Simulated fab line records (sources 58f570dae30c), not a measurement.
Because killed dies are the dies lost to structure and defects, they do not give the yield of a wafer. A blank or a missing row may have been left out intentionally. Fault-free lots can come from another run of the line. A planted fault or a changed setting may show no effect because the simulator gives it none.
Matching of chambers	flow berkeleyCmos170	4 sister chambers for UCB170_V2_CMP_02 on cmp-02
The step polishes SiO2. 4 wafers are shown with their chamber, then 7 later ones without.

WAFERS, EACH WITH ITS CHAMBER
wafer	chamber	motorCurrentA (A)
L128.6	2	13.8
L139.6	3	18.5
L144.4	0	16.3
L144.5	1	18.8

WAFERS WITH NO CHAMBER GIVEN
wafer	motorCurrentA (A)
L144.6	17.0
L148.1	18.0
L148.3	18.4
L148.4	19.4
L149.1	18.8
L149.3	17.3
L149.4	18.9

WHICH CHAMBER EACH WENT THROUGH
wafer	from the rows above	in truth
L144.6	can't be placed: 0 or 3 or 1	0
L148.1	can't be placed: 3 or 1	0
L148.3	can't be placed: 3 or 1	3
L148.4	can't be placed: 1 or 3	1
L149.1	can't be placed: 1 or 3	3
L149.3	can't be placed: 0 or 3 or 1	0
L149.4	can't be placed: 1 or 3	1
Placed correctly: 0 of 7. From these rows, 7 cannot be placed; in 6 the true chamber is one of the candidates. Placed wrongly: 0.
How it was worked out, from the rows above alone: a wafer's distance from a chamber is the root of the sum, over the readings, of the square of ((its reading less the chamber's mean) divided by the reading's scatter). If the next closest chamber is less than 2 further off than the closest, the wafer can't be placed; otherwise it belongs to the closest. A chamber's mean is the mean of its shown wafers. The scatter (one wafer shown for each chamber): square how far every hidden wafer sits from the nearest shown wafer, average those squares and take the square root.
